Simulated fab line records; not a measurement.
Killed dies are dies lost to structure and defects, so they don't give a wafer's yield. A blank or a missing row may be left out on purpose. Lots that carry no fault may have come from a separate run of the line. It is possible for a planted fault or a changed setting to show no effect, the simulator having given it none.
fab line records	flow ritCmos
record: lots: 15	wafers: 45	lastDay: 8
route steps=202 shown ACTIVE@14 M1@202
lots with no fault: from the same line, run without faults
startH: the number of hours between the record's first day and the start of the first shown wafer of the lot	waitH: how many hours have passed since the lot's step before this one	" same as the row above	L1.1+2: a single row standing in for several wafers	- either no value or no given start	* or withheld: withheld	< > ~ a bound
route shown NAME@n: a module of which the file shows steps, and the number in the route of the first	usual: mean and standard deviation over wafers with no fault	same: alike in all rows	chamber/n: place in a boat	sites: per-site readings	_std_site: how widely they spread, as a standard deviation	_edge_site: mean of outer sites minus mean of inner sites	radiusMm: how far each site lies from the wafer's centre	mask NAME#n: copy n	behind: tool/chamber where the wafer was last shaped	hold: what put the lot on hold/how long, in hours/how the hold closed	device: transistor that didn't switch, given as n, p or np	end of line: the same wafers' tests at the end of the route	where a step has no rows: the recipe by itself	killed: at the first sort, the dies lost to defects and structure; wafer yield is something else	map: a wafer's dies, marking killed ones x, the rest . and places with no die _
set.NAME: the run value of the setting; set.NAME@STEP: its run value at that earlier step	model.NAME: the simulator's own value behind a step, which no gauge read
a sample of lots followed through the steps of the route, with each step as a table and each wafer as a row
services: when a tool's chamber went out of use (startH, in hours from the record's first day, below 0 if earlier), for how many hours, and the reason
== steps ==
step: RIT_ACTIVE_ETCH_13
recipe: stopOn: SiO2	chemistry: SF6	target: Si3N4	timeS: 210	overEtchFrac: 0.4	SF6_flow_sccm: 200	pressureMtorr: 260	rfW: 125	targetDepthA: 2100
usual: drypumpMotorCurrentA: 5.7/0.43	oesProductAu: 0.832/0.014	throttleValvePct: 7.49/0.15
same: overEtchFrac: 0.4
lot.wafer	tool	chamber	startH	waitH	drypumpMotorCurrentA	oesProductAu	rfHoursCounterH	throttleValvePct
L415.3	rieDiel-01	3	14.98	0.1	4.8	0.821	145	7.55
L415.5	"	0	"	"	6.1	0.837	-	7.73
L415.6	"	3	"	"	4.8	0.827	-	7.57
L416.1	rieDiel-02	1	22.60	0.1	6.5	0.834	20	7.35
L416.3	"	3	"	"	5.8	0.848	136	7.36
L416.6	"	0	"	"	5.6	0.830	-	7.64
L417.1	rieDiel-02	2	29.31	0.1	6.0	0.847	99	7.69
L417.2	"	0	"	"	5.5	0.849	109	7.65
L417.5	"	0	"	"	5.5	0.844	-	7.64
L419.2	rieDiel-02	3	35.86	0.1	5.8	0.852	136	7.36
L419.5	"	0	"	"	5.5	0.842	-	7.65
L419.6	"	1	"	"	6.5	0.841	-	7.36
L420.3	rieDiel-04	0	43.29	0.1	5.7	0.825	12	7.33
L420.5	"	0	"	"	5.7	0.824	-	7.32
L420.6	"	1	"	"	6.3	0.799	-	7.52
L421.1	rieDiel-01	3	46.73	0.1	4.8	0.821	146	7.56
L421.2	"	2	"	"	5.4	0.827	2	7.26
L421.6	"	1	"	"	6.2	0.818	-	7.66
L422.1	rieDiel-04	1	51.52	0.1	6.2	0.805	128	7.53
L422.3	"	0	"	"	5.7	0.828	12	7.32
L422.5	"	2	"	"	5.3	0.845	-	7.60
L423.2	rieDiel-02	0	56.16	0.1	5.6	0.835	110	7.66
L423.4	"	2	"	"	6.1	0.841	100	7.70
L423.5	"	0	"	"	5.5	0.842	-	7.65
L424.3	rieDiel-04	1	61.95	0.1	6.2	0.813	129	7.51
L424.5	"	3	"	"	5.5	0.824	-	7.36
L424.6	"	0	"	"	5.7	0.835	-	7.33
L425.1	rieDiel-04	1	66.08	0.1	6.2	0.807	129	7.51
L425.3	"	3	"	"	5.5	0.816	4	7.35
L425.4	"	2	"	"	5.3	0.837	124	7.59
L426.2	rieDiel-04	2	70.52	0.1	5.3	0.856	124	7.62
L426.3	"	0	"	"	5.7	0.824	12	7.33
L426.4	"	3	"	"	5.6	0.828	5	7.36
L427.1	rieDiel-04	3	77.52	0.1	5.5	0.814	5	7.37
L427.3	"	1	"	"	6.3	0.811	129	7.51
L427.5	"	3	"	"	5.5	0.829	-	7.35
L429.3	rieDiel-04	2	87.03	0.1	5.3	0.845	125	7.62
L429.4	"	0	"	"	5.7	0.825	13	7.32
L429.6	"	2	"	"	5.3	0.844	-	7.62
L432.2	rieDiel-02	3	104.62	0.1	5.8	0.845	137	7.34
L432.3	"	2	"	"	6.1	0.842	100	7.69
L432.5	"	2	"	"	6.1	0.849	-	7.69
L437.1	rieDiel-02	0	130.26	0.1	5.5	0.839	111	7.65
L437.2	"	1	"	"	6.5	0.839	22	7.36
L437.3	"	3	"	"	5.7	0.861	138	7.35
step: RIT_M1_PROBE_99
usual: killedAtContacts: 0.1/0.28	killedAtFrontEnd: 7.1/2.8	killedDies: 7.1/2.9	killedOpen: 3.4/2	killedShort: 3.6/2.1
same: grossDies: 264	killed_at_M0_to_M3: 0	killed_at_M4_up: 0	killedAtBackSide: 0	killedAtOther: 0
lot.wafer	tool	chamber	startH	waitH	killedAtContacts	killedAtFrontEnd	killedDies	killedOpen	killedShort
L426.2	prober-01	-	135.24	0.1	0	40	40	3	6
L426.3	prober-01	-	135.29	0.2	0	35	35	6	2
L426.4	prober-01	-	135.34	0.2	0	30	30	3	3
L427.1	prober-02	-	141.64	0.1	0	27	27	4	2
L427.3	prober-02	-	141.74	0.2	0	44	44	5	7
L427.5	prober-02	-	141.84	0.2	0	27	27	2	6
L429.3	prober-02	-	152.87	0.2	0	35	35	1	5
L429.4	prober-02	-	152.92	0.2	0	39	39	5	4
L429.6	prober-02	-	153.02	0.2	0	40	40	6	1
killed by level:class
L426.2 ACTIVE:unspecified=31 SPACER:geometricParticle:short=3 SILICIDE:geometricParticle:open=2 FOX1:geometricParticle:short=1 REOX:geometricParticle:short=1 REOX:geometricParticle:open=1 SILICIDE:geometricParticle:short=1
L426.3 ACTIVE:unspecified=27 SPACER:geometricParticle:open=4 FOX1:geometricParticle:open=2 FOX1:geometricParticle:short=1 SPACER:geometricParticle:short=1
L426.4 ACTIVE:unspecified=24 REOX:geometricParticle:open=2 GATE:geometricParticle:short=1 GATE:geometricParticle:open=1 REOX:geometricParticle:short=1 SPACER:geometricParticle:short=1
L427.1 ACTIVE:unspecified=21 GATE:geometricParticle:open=3 FOX1:geometricParticle:short=2 SPACER:geometricParticle:open=1
L427.3 ACTIVE:unspecified=32 FOX1:geometricParticle:short=3 GATE:geometricParticle:open=3 GATE:geometricParticle:short=2 FOX1:geometricParticle:open=1 REOX:geometricParticle:open=1 REOX:geometricParticle:short=1 SILICIDE:geometricParticle:short=1
L427.5 ACTIVE:unspecified=19 FOX1:geometricParticle:short=4 REOX:geometricParticle:short=2 GATE:geometricParticle:open=1 SPACER:geometricParticle:open=1
L429.3 ACTIVE:unspecified=29 GATE:geometricParticle:short=2 ACTIVE:geometricParticle:short=1 REOX:geometricParticle:open=1 REOX:geometricParticle:short=1 SILICIDE:geometricParticle:short=1
L429.4 ACTIVE:unspecified=29 REOX:geometricParticle:open=4 REOX:geometricParticle:short=2 FOX2:geometricParticle:short=1 GATE:geometricParticle:open=1 GATE:geometricParticle:short=1 PRETRO:coatMicrobubblePrinted=1
L429.6 ACTIVE:unspecified=32 GATE:geometricParticle:open=2 SILICIDE:geometricParticle:open=2 FOX1:geometricParticle:open=1 REOX:geometricParticle:open=1 SPACER:geometricParticle:short=1 PRETRO:coatMicrobubblePrinted=1
== services ==
tool	chamber	startH	hours	kind
rieDiel-01	1	31.07	10.5	repair
rieDiel-02	0	61.71	13.8	repair
rieDiel-01	2	72.70	12.5	repair
rieDiel-01	1	72.79	3.0	repair
rieDiel-04	-	91.95	0.8	repair
rieDiel-02	2	118.60	12.6	repair
rieDiel-02	-	122.05	0.5	repair
rieDiel-01	-	129.44	4.3	pm
== key ==
firstSign: step: RIT_M1_PROBE_99	reading: killedAtFrontEnd	direction: up	sigmas: 9.9	usual: 7.1	struck: 35.2
effect: step: RIT_M1_PROBE_99	reading: killedDies	direction: up	sigmas: 9.8	usual: 7.1	struck: 35.2
metAt RIT_ACTIVE_ETCH_13
struckLots L426,L427,L429
testerLeftOut L426,L427,L429
onsetBetween 66.08 70.52
fault: kind: chamberParticleSource	tool: rieDiel-04	chamber: -	onsetH: 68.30	steps: RIT_ACTIVE_ETCH_13	ratePerVisitCm2: 0.76961	endH: 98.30
testerLeftOut: of these lots the tester's yield and bins aren't shown, on N5 and GAA mostly nor the transistor test; their killed dies are dies lost to structure and defects alone, not to doping, threshold or leakage, so they don't give the yield
